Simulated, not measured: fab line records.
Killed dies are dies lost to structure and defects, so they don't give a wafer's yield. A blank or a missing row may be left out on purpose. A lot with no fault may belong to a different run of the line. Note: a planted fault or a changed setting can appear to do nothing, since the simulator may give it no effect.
fab line records    flow berkeley_cmos170
[record] lots = 5  wafers = 15  last_day = 12
route steps=331 shown GATE@133 PLDD@145
lots untouched by any fault: they come from a run of this same line in which no faults occurred
start_h: hours from the record's first day to the start of the lot's first wafer shown    wait_h: how many hours have passed since the lot's step before this one    " unchanged from the row above    L1.1+2: a row that stands for several wafers    - either no value or no given start    * or withheld: withheld    < > ~ a bound
route shown NAME@n: names a module that has steps shown in the file, with the first one's number in the route    usual: average and standard deviation across the fault-free wafers    same: alike in all rows    chamber/n: place in a boat    sites: per-site readings    _std_site: the values' standard deviation    _edge_site: mean of outer sites minus mean of inner sites    radius_mm: how far each site lies from the wafer's centre    mask NAME#n: copy n    behind: the last tool/chamber to shape the wafer    hold: the reason the lot was held/the length of the hold in hours/how it ended    device: which transistor (n, p or np) failed to switch    end of line: tests run on the same wafers once the route is complete    where a step has no rows: the recipe by itself    killed: dies lost to structure and defects at the first sort, not the wafer's yield    map: per-die view of a wafer (x killed, . not killed, _ where there is no die)
set.NAME: the run value of the setting; set.NAME@STEP: its run value at that earlier step    model.NAME: the simulator's own value behind a step, which no gauge read
certain route steps with their lots: each step a table, each wafer a row
services: a tool's chamber out of use, with start hour (start_h, from the record's first day; less than 0 if before it), hours out, and reason
[[steps]]
[step UCB170_GATE_COAT_07]
[recipe] resist = KrF  spin_rpm = 1500  resist_thk_nm = 900
[usual] resist_line_temp_C = 23.01/0.1
lot.wafer  tool            chamber  start_h  wait_h  resist_line_temp_C
L076.1     litho_track-02  0        -        -       22.95
L076.2     "               0        "        "       23.09
L076.3     "               0        "        "       22.93
L081.1     litho_track-01  0        -        -       23.10
L081.2     "               0        "        "       23.13
L081.5     "               0        "        "       22.82
L083.1     litho_track-04  0        -        -       23.03
L083.2     "               0        "        "       23.17
L083.6     "               0        "        "       22.94
L085.1     litho_track-01  0        -        -       23.15
L085.4     "               0        "        "       22.96
L085.6     "               0        "        "       23.09
L092.3     litho_track-02  0        -        -       22.97
L092.4     "               0        "        "       22.89
L092.5     "               0        "        "       23.05
[step UCB170_GATE_SOFTBAKE_08]
[recipe] resist = KrF  temp_c = 130  time_s = 60
[usual] heater_power_total_W = 56.80/0.044  resist_line_temp_C = 22.99/0.11
lot.wafer  tool            chamber  start_h  wait_h  heater_power_total_W  resist_line_temp_C
L076.1     litho_track-02  0        -        -       56.73                 22.87
L076.2     "               0        "        "       56.87                 22.92
L076.3     "               0        "        "       56.80                 22.82
L081.1     litho_track-01  0        -        -       56.82                 22.95
L081.2     "               0        "        "       56.81                 22.90
L081.5     "               0        "        "       56.76                 22.94
L083.1     litho_track-04  0        -        -       56.74                 22.99
L083.2     "               0        "        "       56.84                 22.89
L083.6     "               0        "        "       56.85                 22.94
L085.1     litho_track-01  0        -        -       56.82                 22.90
L085.4     "               0        "        "       56.79                 22.99
L085.6     "               0        "        "       56.89                 23.01
L092.3     litho_track-02  0        -        -       56.75                 23.09
L092.4     "               0        "        "       56.80                 23.16
L092.5     "               0        "        "       56.78                 23.19
[step UCB170_GATE_EXPOSE_09]
[recipe] mask_id = POLY  target_cd_nm = 350  na = 0.5  sigma_outer = 0.6  source_shape = conventional  dose_mj = 21
[usual] focus_offset_nm = 0.1/0.51
lot.wafer  tool            chamber  start_h  wait_h  mask    focus_offset_nm
L076.1     krf_scanner-02  0        158.12   -       POLY#0  0.0
L076.2     "               0        "        "       POLY#0  0.5
L076.3     "               0        "        "       POLY#0  0.3
L081.1     krf_scanner-01  0        182.61   -       POLY#0  -0.4
L081.2     "               0        "        "       POLY#0  -0.1
L081.5     "               0        "        "       POLY#0  0.0
L085.1     krf_scanner-02  0        195.91   -       POLY#0  0.3
L085.4     "               0        "        "       POLY#0  0.3
L085.6     "               0        "        "       POLY#0  0.4
L083.1     krf_scanner-01  0        196.25   -       POLY#0  -0.8
L083.2     "               0        "        "       POLY#0  -0.2
L083.6     "               0        "        "       POLY#0  -0.5
L092.3     krf_scanner-01  0        242.27   -       POLY#0  0.3
L092.4     "               0        "        "       POLY#0  -0.3
L092.5     "               0        "        "       POLY#0  -0.2
[step UCB170_GATE_PEB_10]
[recipe] peb_temp_c = 130  peb_time_s = withheld  resist = KrF
[usual] heater_power_total_W = 56.80/0.046  resist_line_temp_C = 23.01/0.11
lot.wafer  tool            chamber  start_h  wait_h  heater_power_total_W  resist_line_temp_C
L076.1     litho_track-04  0        158.31   0.2     56.81                 22.99
L076.2     "               0        "        "       56.80                 22.98
L076.3     "               0        "        "       56.85                 23.15
L081.1     litho_track-01  0        183.06   0.4     56.80                 23.12
L081.2     "               0        "        "       56.83                 23.11
L081.5     "               0        "        "       56.72                 23.16
L085.1     litho_track-01  0        196.02   0.1     56.79                 22.94
L085.4     "               0        "        "       56.77                 22.93
L085.6     "               0        "        "       56.79                 22.97
L083.1     litho_track-01  0        196.36   0.1     56.81                 23.03
L083.2     "               0        "        "       56.85                 23.14
L083.6     "               0        "        "       56.83                 23.03
L092.3     litho_track-02  0        242.56   0.3     56.85                 22.91
L092.4     "               0        "        "       56.82                 23.00
L092.5     "               0        "        "       56.78                 23.05
[step UCB170_GATE_DEVELOP_11]
[recipe] developer = TMAH  develop_time_s = 45  resist = KrF  dev_temp_c = 21
[usual] resist_line_temp_C = 23.00/0.1
lot.wafer  tool            chamber  start_h  wait_h  resist_line_temp_C
L076.1     litho_track-04  0        -        -       23.07
L076.2     "               0        "        "       23.00
L076.3     "               0        "        "       22.97
L081.1     litho_track-01  0        -        -       23.03
L081.2     "               0        "        "       22.95
L081.5     "               0        "        "       23.04
L085.1     litho_track-01  0        -        -       22.88
L085.4     "               0        "        "       22.85
L085.6     "               0        "        "       22.91
L083.1     litho_track-01  0        -        -       22.89
L083.2     "               0        "        "       23.10
L083.6     "               0        "        "       22.99
L092.3     litho_track-02  0        -        -       23.00
L092.4     "               0        "        "       22.91
L092.5     "               0        "        "       23.05
[step UCB170_GATE_CD_MEAS_12]
[recipe] target_cd_nm = 350
[usual] cd_nm = 350.3/1.2
lot.wafer  tool       chamber  start_h  wait_h  cd_nm
L076.1     cd_sem-02  -        158.59   -       352.8
L076.2     "          -        "        "       350.8
L076.3     "          -        "        "       351.4
L081.1     cd_sem-01  -        183.34   -       350.8
L081.2     "          -        "        "       351.2
L081.5     "          -        "        "       351.4
L085.1     cd_sem-02  -        196.30   -       350.1
L085.4     "          -        "        "       348.9
L085.6     "          -        "        "       349.0
L083.1     cd_sem-02  -        196.64   -       348.2
L083.2     "          -        "        "       349.1
L083.6     "          -        "        "       349.5
L092.3     cd_sem-02  -        242.82   -       349.8
L092.4     "          -        "        "       350.8
L092.5     "          -        "        "       349.4
[step UCB170_GATE_OVL_MEAS_13]
[usual] GATE_OVL = 0/5.6
lot.wafer  tool        chamber  start_h  wait_h  GATE_OVL[nm]
L076.1     overlay-01  -        158.71   0.1     9
L076.2     "           -        "        "       -4
L076.3     "           -        "        "       11
L081.1     overlay-01  -        183.46   0.1     0
L081.2     "           -        "        "       -2
L081.5     "           -        "        "       4
L085.1     overlay-01  -        196.42   0.1     7
L085.4     "           -        "        "       -7
L085.6     "           -        "        "       -2
L083.1     overlay-01  -        196.76   0.1     -3
L083.2     "           -        "        "       -1
L083.6     "           -        "        "       -2
L092.3     overlay-01  -        242.92   0.1     -6
L092.4     "           -        "        "       0
L092.5     "           -        "        "       -2
[step UCB170_GATE_ETCH_14]
[recipe] chemistry = N2/H2  target_depth_a = withheld  overetch_a = withheld  target = BARC  time_s = withheld  source_w = 500  bias_w = 100  pressure_mtorr = 30  n2_flow_sccm = 100  h2_flow_sccm = 200
[usual] chamber_pressure_mTorr = 29.999/0.026  drypump_motor_current_A = 5.8/0.52  oes_product_au = 1.002/0.018  throttle_valve_pct = 13.24/0.17
lot.wafer  tool         chamber  start_h  wait_h  chamber_pressure_mTorr  drypump_motor_current_A  oes_product_au  throttle_valve_pct
L076.1     rie_diel-04  3        158.74   0.0     30.026                  6.3                      0.978           13.19
L076.2     "            1        "        "       30.027                  5.0                      0.993           12.94
L076.3     "            2        "        "       29.990                  5.9                      1.036           12.98
L081.1     rie_diel-04  2        183.49   0.0     30.028                  5.9                      1.024           12.99
L081.2     "            3        "        "       30.033                  6.3                      0.963           13.21
L081.5     "            2        "        "       30.001                  5.9                      1.031           13.00
L085.1     rie_diel-04  2        196.46   0.0     30.002                  5.9                      1.027           13.00
L085.4     "            0        "        "       30.024                  5.7                      0.974           13.10
L085.6     "            1        "        "       30.000                  5.0                      0.992           12.93
L083.1     rie_diel-03  3        196.79   0.0     29.986                  6.4                      0.995           13.39
L083.2     "            2        "        "       30.051                  6.1                      1.010           13.23
L083.6     "            0        "        "       30.009                  4.7                      1.019           13.51
L092.3     rie_diel-03  3        242.94   0.0     30.025                  6.5                      0.996           13.39
L092.4     "            0        "        "       30.052                  4.7                      1.012           13.50
L092.5     "            3        "        "       29.969                  6.4                      0.990           13.41
[step UCB170_GATE_ETCH_15]
[recipe] chemistry = HBr/Cl2  target = poly-Si  stop_on = SiO2  over_etch_frac = 0.3  icp_w = 300  bias_w = 150  time_s = 56.3  pressure_mtorr = 15  HBr_flow_sccm = 150  Cl2_flow_sccm = 50  target_depth_a = 2782
[usual] chamber_pressure_mTorr = 15.001/0.018  drypump_motor_current_A = 5.75/0.29  mfc_cl2_sccm = 50.01/0.17  oes_product_au = 0.823/0.013  throttle_valve_pct = 26.5/0.33
lot.wafer  tool       chamber  start_h  wait_h  chamber_pressure_mTorr  drypump_motor_current_A  mfc_cl2_sccm  oes_product_au  rf_hours_counter_h  throttle_valve_pct
L076.1     rie_si-01  0        158.79   -       14.988                  5.61                     50.21         0.835           75                  26.0
L076.2     "          3        "        "       15.001                  5.43                     49.94         0.832           41                  26.9
L076.3     "          1        "        "       15.001                  6.49                     49.99         0.851           126                 26.2
L081.1     rie_si-02  3        183.54   -       14.993                  5.68                     49.81         0.808           104                 26.4
L081.2     "          2        "        "       14.981                  5.58                     50.03         0.831           46                  26.1
L081.5     "          0        "        "       14.996                  5.77                     50.08         0.823           -                   26.7
L085.1     rie_si-01  1        196.50   -       14.955                  6.51                     50.26         0.822           0                   26.4
L085.4     "          2        "        "       15.011                  5.92                     50.23         0.807           0                   26.2
L085.6     "          0        "        "       15.008                  5.60                     50.05         0.825           -                   26.0
L083.1     rie_si-02  3        196.84   -       15.024                  5.65                     49.97         0.811           104                 26.4
L083.2     "          2        "        "       15.004                  5.58                     50.02         0.822           46                  26.1
L083.6     "          0        "        "       14.990                  5.76                     50.04         0.821           -                   26.7
L092.3     rie_si-01  3        242.98   -       15.004                  5.42                     49.97         0.832           41                  26.9
L092.4     "          2        "        "       15.011                  5.91                     49.93         0.800           0                   26.1
L092.5     "          3        "        "       15.018                  5.43                     49.99         0.834           -                   26.9
[step UCB170_GATE_STRIP_16]
[recipe] chemistry = O2  power_w = 400  pressure_mtorr = 3500  platen_temp_c = withheld  o2_flow_sccm = 400  overash_fraction = 0.5
[usual] chamber_pressure_mTorr = 3500/3.1  drypump_motor_current_A = 5.7/0.51  oes_product_au = 0.724/0.0042
lot.wafer  tool             chamber  start_h  wait_h  chamber_pressure_mTorr  drypump_motor_current_A  oes_product_au  rf_hours_counter_h
L076.1     plasma_asher-04  1        158.83   0.0     3500                    5.3                      0.729           42
L076.2     "                0        "        "       3493                    5.4                      0.726           42
L076.3     "                0        "        "       3502                    5.4                      0.721           -
L081.1     plasma_asher-01  0        183.58   0.0     3491                    5.7                      0.718           39
L081.2     "                1        "        "       3497                    5.2                      0.721           39
L081.5     "                0        "        "       3506                    5.7                      0.722           -
L085.1     plasma_asher-01  0        196.55   0.0     3502                    5.7                      0.723           40
L085.4     "                0        "        "       3504                    5.7                      0.720           -
L085.6     "                1        "        "       3497                    5.2                      0.728           -
L083.1     plasma_asher-04  0        196.88   0.0     3501                    5.4                      0.729           45
L083.2     "                1        "        "       3499                    5.4                      0.723           45
L083.6     "                1        "        "       3503                    5.3                      0.724           -
L092.3     plasma_asher-01  1        243.06   0.1     3494                    5.2                      0.722           -
L092.4     "                0        "        "       3503                    5.7                      0.725           -
L092.5     "                0        "        "       3502                    5.7                      0.720           -
[step UCB170_GATE_CD_MEAS_90]
[recipe] target_cd_nm = 350
[usual] cd_nm = 350.4/1.5
lot.wafer  tool       chamber  start_h  wait_h  cd_nm
L076.1     cd_sem-01  -        158.93   0.1     353.5
L076.2     "          -        "        "       350.8
L076.3     "          -        "        "       352.3
L081.1     cd_sem-02  -        183.68   0.1     351.4
L081.2     "          -        "        "       352.1
L081.5     "          -        "        "       351.7
L085.1     cd_sem-01  -        196.65   0.1     350.2
L085.4     "          -        "        "       349.2
L085.6     "          -        "        "       349.6
L083.1     cd_sem-01  -        197.00   0.1     348.3
L083.2     "          -        "        "       348.9
L083.6     "          -        "        "       348.5
L092.3     cd_sem-01  -        243.17   0.1     350.1
L092.4     "          -        "        "       350.2
L092.5     "          -        "        "       349.1
[step UCB170_GATE_CLEAN_17]
[recipe] chemistry = SPM  temp_c = 120  time_s = 600
lot.wafer   tool          chamber  start_h  wait_h
L076.1+2+3  wet_bench-02  2        159.05   0.1
L081.1+2+5  wet_bench-02  2        184.57   0.9
L085.1+4+6  wet_bench-02  3        196.77   0.1
L083.1+2+6  wet_bench-04  3        197.12   0.1
L092.3+4+5  wet_bench-02  2        243.25   0.1
[step UCB170_PLDD_HMDS_00]
[recipe] prime_time_s = 60  prime_temp_c = 100
[usual] resist_line_temp_C = 23.01/0.087
lot.wafer  tool            chamber  start_h  wait_h  resist_line_temp_C
L076.1     litho_track-02  0        159.42   0.2     23.08
L076.2     "               0        "        "       23.07
L076.3     "               0        "        "       23.11
L081.1     litho_track-03  0        184.74   0.0     22.96
L081.2     "               0        "        "       22.98
L081.5     "               0        "        "       22.99
L085.1     litho_track-01  0        196.94   0.0     23.17
L085.4     "               0        "        "       23.03
L085.6     "               0        "        "       22.92
L083.1     litho_track-03  0        197.29   0.0     23.02
L083.2     "               0        "        "       22.99
L083.6     "               0        "        "       23.02
L092.3     litho_track-03  0        243.65   0.2     22.88
L092.4     "               0        "        "       22.99
L092.5     "               0        "        "       22.90
[step UCB170_PLDD_COAT_01]
[recipe] resist = KrF  spin_rpm = 1500  resist_thk_nm = 900
[usual] resist_line_temp_C = 23.00/0.1
lot.wafer  tool            chamber  start_h  wait_h  resist_line_temp_C
L076.1     litho_track-02  0        159.57   0.1     22.92
L076.2     "               0        "        "       23.03
L076.3     "               0        "        "       23.09
L081.1     litho_track-03  0        184.89   0.1     22.93
L081.2     "               0        "        "       22.73
L081.5     "               0        "        "       22.95
L085.1     litho_track-01  0        197.09   0.1     22.99
L085.4     "               0        "        "       23.09
L085.6     "               0        "        "       23.09
L083.1     litho_track-03  0        197.44   0.1     23.04
L083.2     "               0        "        "       23.20
L083.6     "               0        "        "       23.12
L092.3     litho_track-03  0        243.80   0.1     23.27
L092.4     "               0        "        "       23.17
L092.5     "               0        "        "       22.96
[step UCB170_PLDD_SOFTBAKE_02]
[recipe] resist = KrF  temp_c = 130  time_s = 60
[usual] heater_power_total_W = 56.80/0.043  resist_line_temp_C = 23.00/0.12
lot.wafer  tool            chamber  start_h  wait_h  heater_power_total_W  resist_line_temp_C
L076.1     litho_track-02  0        159.72   0.1     56.87                 23.03
L076.2     "               0        "        "       56.86                 22.93
L076.3     "               0        "        "       56.72                 22.84
L081.1     litho_track-03  0        185.04   0.1     56.84                 22.85
L081.2     "               0        "        "       56.71                 23.03
L081.5     "               0        "        "       56.79                 22.85
L085.1     litho_track-01  0        197.24   0.1     56.81                 22.86
L085.4     "               0        "        "       56.83                 22.90
L085.6     "               0        "        "       56.82                 22.99
L083.1     litho_track-03  0        197.59   0.1     56.86                 23.24
L083.2     "               0        "        "       56.82                 23.15
L083.6     "               0        "        "       56.84                 23.27
L092.3     litho_track-03  0        243.95   0.1     56.79                 23.19
L092.4     "               0        "        "       56.84                 22.95
L092.5     "               0        "        "       56.81                 23.06
[step UCB170_PLDD_EXPOSE_03]
[recipe] mask_id = PSELECT  na = 0.5  sigma_outer = 0.6  source_shape = conventional  target_cd_nm = 1200  dose_mj = 30
[usual] focus_offset_nm = -0.1/0.53
lot.wafer  tool            chamber  start_h  wait_h  mask       focus_offset_nm
L076.1     krf_scanner-02  0        159.87   0.1     PSELECT#0  -0.8
L076.2     "               0        "        "       PSELECT#0  0.1
L076.3     "               0        "        "       PSELECT#0  -0.3
L081.1     krf_scanner-02  0        185.19   0.1     PSELECT#0  -0.3
L081.2     "               0        "        "       PSELECT#0  -0.6
L081.5     "               0        "        "       PSELECT#0  0.1
L085.1     krf_scanner-02  0        197.52   0.2     PSELECT#0  0.4
L085.4     "               0        "        "       PSELECT#0  0.2
L085.6     "               0        "        "       PSELECT#0  0.3
L083.1     krf_scanner-02  0        197.74   0.1     PSELECT#0  0.2
L083.2     "               0        "        "       PSELECT#0  0.3
L083.6     "               0        "        "       PSELECT#0  -0.4
L092.3     krf_scanner-01  0        244.09   0.1     PSELECT#0  0.3
L092.4     "               0        "        "       PSELECT#0  0.7
L092.5     "               0        "        "       PSELECT#0  0.7
[step UCB170_PLDD_PEB_04]
[recipe] peb_temp_c = 130  peb_time_s = withheld  resist = KrF
[usual] heater_power_total_W = 56.80/0.045  resist_line_temp_C = 22.97/0.11
lot.wafer  tool            chamber  start_h  wait_h  heater_power_total_W  resist_line_temp_C
L076.1     litho_track-02  0        159.99   0.1     56.78                 22.89
L076.2     "               0        "        "       56.78                 22.81
L076.3     "               0        "        "       56.75                 22.80
L081.1     litho_track-03  0        185.31   0.1     56.77                 22.97
L081.2     "               0        "        "       56.82                 23.10
L081.5     "               0        "        "       56.84                 23.07
L085.1     litho_track-02  0        197.86   0.3     56.78                 22.92
L085.4     "               0        "        "       56.76                 22.99
L085.6     "               0        "        "       56.80                 22.98
L083.1     litho_track-01  0        197.87   0.1     56.80                 22.98
L083.2     "               0        "        "       56.70                 22.78
L083.6     "               0        "        "       56.80                 22.92
L092.3     litho_track-03  0        244.22   0.1     56.77                 23.07
L092.4     "               0        "        "       56.81                 22.98
L092.5     "               0        "        "       56.82                 22.96
[step UCB170_PLDD_DEVELOP_05]
[recipe] developer = TMAH  develop_time_s = 45  resist = KrF  dev_temp_c = 21
[usual] resist_line_temp_C = 23.00/0.094
lot.wafer  tool            chamber  start_h  wait_h  resist_line_temp_C
L076.1     litho_track-02  0        -        -       22.95
L076.2     "               0        "        "       22.84
L076.3     "               0        "        "       23.04
L081.1     litho_track-03  0        -        -       23.07
L081.2     "               0        "        "       23.10
L081.5     "               0        "        "       23.11
L085.1     litho_track-02  0        -        -       23.10
L085.4     "               0        "        "       23.13
L085.6     "               0        "        "       23.09
L083.1     litho_track-01  0        -        -       23.03
L083.2     "               0        "        "       22.84
L083.6     "               0        "        "       23.12
L092.3     litho_track-03  0        -        -       22.98
L092.4     "               0        "        "       22.82
L092.5     "               0        "        "       22.89
[step UCB170_PLDD_CD_MEAS_06]
[recipe] target_cd_nm = 1200
[usual] cd_nm = 1199.4/1.4
lot.wafer  tool       chamber  start_h  wait_h  cd_nm
L076.1     cd_sem-01  -        160.26   -       1199.9
L076.2     "          -        "        "       1199.4
L076.3     "          -        "        "       1198.6
L081.1     cd_sem-02  -        185.59   -       1196.8
L081.2     "          -        "        "       1197.1
L081.5     "          -        "        "       1197.0
L085.1     cd_sem-01  -        198.14   -       1202.9
L085.4     "          -        "        "       1202.0
L085.6     "          -        "        "       1202.6
L083.1     cd_sem-02  -        198.14   -       1201.9
L083.2     "          -        "        "       1200.8
L083.6     "          -        "        "       1200.8
L092.3     cd_sem-01  -        244.48   -       1200.4
L092.4     "          -        "        "       1200.2
L092.5     "          -        "        "       1200.4
[step UCB170_PLDD_OVL_MEAS_07]
[usual] PLDD_OVL = -3/5.1
lot.wafer  tool        chamber  start_h  wait_h  PLDD_OVL[nm]
L076.1     overlay-01  -        160.38   0.1     -9
L076.2     "           -        "        "       -6
L076.3     "           -        "        "       -6
L081.1     overlay-01  -        185.71   0.1     1
L081.2     "           -        "        "       7
L081.5     "           -        "        "       7
L085.1     overlay-01  -        198.26   0.1     -6
L085.4     "           -        "        "       3
L085.6     "           -        "        "       -7
L083.1     overlay-02  -        198.26   0.1     -7
L083.2     "           -        "        "       -3
L083.6     "           -        "        "       -7
L092.3     overlay-01  -        244.57   0.1     -7
L092.4     "           -        "        "       -10
L092.5     "           -        "        "       -6
[[services]]
tool            chamber  start_h  hours  kind
rie_diel-04     1        136.98   13.0   repair
rie_si-01       -        138.82   2.8    pm
rie_si-02       2        139.01   10.2   repair
rie_si-01       2        141.57   -      clean
rie_si-01       2        141.57   22.5   scheduled_down
rie_si-01       2        141.57   22.5   vent_cycle
krf_scanner-01  -        147.38   11.6   pm
krf_scanner-02  -        148.66   0.3    repair
rie_si-02       -        150.67   1.2    repair
krf_scanner-01  -        158.93   1.3    pm
rie_si-01       1        161.36   5.0    repair
rie_si-01       1        166.36   -      clean
krf_scanner-02  -        179.03   1.0    pm
rie_diel-03     -        190.23   2.0    repair
krf_scanner-01  -        191.35   1.0    pm
rie_diel-04     3        204.72   4.5    repair
krf_scanner-01  -        221.00   0.4    repair
rie_diel-04     0        223.10   10.7   repair
krf_scanner-02  -        229.38   -      calibration
krf_scanner-02  0        236.64   -      calibration
rie_diel-03     -        239.31   0.2    repair
rie_diel-04     -        239.83   15.6   pm
krf_scanner-01  -        241.12   0.9    repair
krf_scanner-02  -        244.04   0.8    pm
[[key]]
fault none
